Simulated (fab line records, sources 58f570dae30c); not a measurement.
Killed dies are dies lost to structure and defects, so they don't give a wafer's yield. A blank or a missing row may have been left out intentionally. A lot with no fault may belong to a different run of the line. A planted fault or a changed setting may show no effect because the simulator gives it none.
The same fault as seen by 2 desks / flow berkeley cmos170 / what lay behind the numbers comes last; until then each desk has only its own

DESK OF THE TOOL OWNER: rie metal-02
The tool's own readings at UCB170_M3_METAL_ETCH_18 (etches Al in Cl2/BCl3, stops on SiO2, target depth 1170 nm, time 195 s): means of the sampled wafers that have a number, for each lot that ran on this tool. Any lot whose mean is over 4 standard deviations away from the usual mean is out of limits and marked OUT; that distance is given in the brackets.
Columns: A = bias w at UCB170_M3_METAL_ETCH_18, usual 120.0 W; B = chamber pressure mTorr at UCB170_M3_METAL_ETCH_18, usual 12.000 mTorr; C = drypump motor current A at UCB170_M3_METAL_ETCH_18, usual 5.6 A; D = oes product au at UCB170_M3_METAL_ETCH_18, usual 0.861 a.u.; E = rf fwd power W at UCB170_M3_METAL_ETCH_18, usual 598.2 W; F = throttle valve pct at UCB170_M3_METAL_ETCH_18, usual 24.25 %
lot=L394; first seen here=day 8 14:39; A=119.8; B=12.004; C=5.1; D=0.840; E=596.7; F=24.63
lot=L396; first seen here=day 9 01:55; A=120.2; B=12.003; C=5.4; D=0.846; E=599.1; F=24.50
lot=L399; first seen here=day 10 00:03; A=120.2; B=11.985; C=5.4; D=0.851; E=597.1; F=24.51
lot=L401; first seen here=day 10 03:22; A=119.8; B=12.005; C=5.5; D=0.856; E=599.2; F=24.50
lot=L413; first seen here=day 12 04:25; A=120.2; B=11.995; C=5.7; D=0.854; E=759.8 (+85) OUT; F=24.38
This desk finds L413 out of limits, L413 being first, at day 12 04:25 (rf fwd power W at UCB170_M3_METAL_ETCH_18). Within limits: L394, L396, L399, L401.

FROM THE METROLOGY DESK
What the gauges read, lot by lot, whatever tool the lot ran on: means of the sampled wafers that have a number. Any lot whose mean is over 4 standard deviations away from the usual mean is out of limits and marked OUT; that distance is given in the brackets.
Columns: A = SACOX_OXIDE_THK at UCB170_SACOX_THK_MEAS_02, usual 14.2 nm; B = cd nm at UCB170_V2_CD_MEAS_90, usual 700.4 nm; C = cd nm at UCB170_M3_CD_MEAS_90, usual 699 nm
lot=L392; first seen here=day 5 13:42; A=14.2; B=701.2; C=703
lot=L393; first seen here=day 6 00:14; A=13.9; B=701.9; C=702
lot=L394; first seen here=day 6 00:14; A=14.3; B=699.2; C=701
lot=L396; first seen here=day 6 11:17; A=14.3; B=698.5; C=699
lot=L395; first seen here=day 6 11:17; A=14.7; B=700.5; C=703
lot=L399; first seen here=day 7 01:12; A=14.3; B=701.2; C=697
lot=L401; first seen here=day 7 08:53; A=13.5; B=700.8; C=697
lot=L402; first seen here=day 7 08:54; A=14.4; B=700.7; C=702
lot=L400; first seen here=day 7 14:26; A=14.5; B=702.4; C=699
lot=L405; first seen here=day 8 00:35; A=14.3; B=702.1; C=699
lot=L415; first seen here=day 9 12:49; A=14.4; B=699.6; C=703
lot=L413; first seen here=day 9 12:50; A=14.4; B=703.7; C=689
lot=L414; first seen here=day 9 12:53; A=14.3; B=698.4; C=700
This desk found nothing out of limits on any of the 13 lots.

BROUGHT TOGETHER
At day 12 04:25, on L413, the tool owner's desk was in a position to raise an alarm.
Metrology desk: nothing out of limits seen.
The metrology desk holds a record of L413, inside its limits.
The lots listed all ran UCB170_M3_METAL_ETCH_18 on rie metal-02.

WHAT HAD BEEN PUT IN BY THE SIMULATOR
rie metal-02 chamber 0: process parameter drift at UCB170_M3_METAL_ETCH_18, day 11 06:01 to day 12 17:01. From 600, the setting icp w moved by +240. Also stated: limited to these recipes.
Lots struck among those shown: L413.
Each desk's first reading out of limits, in hours after the fault started: the tool owner's desk, 22.
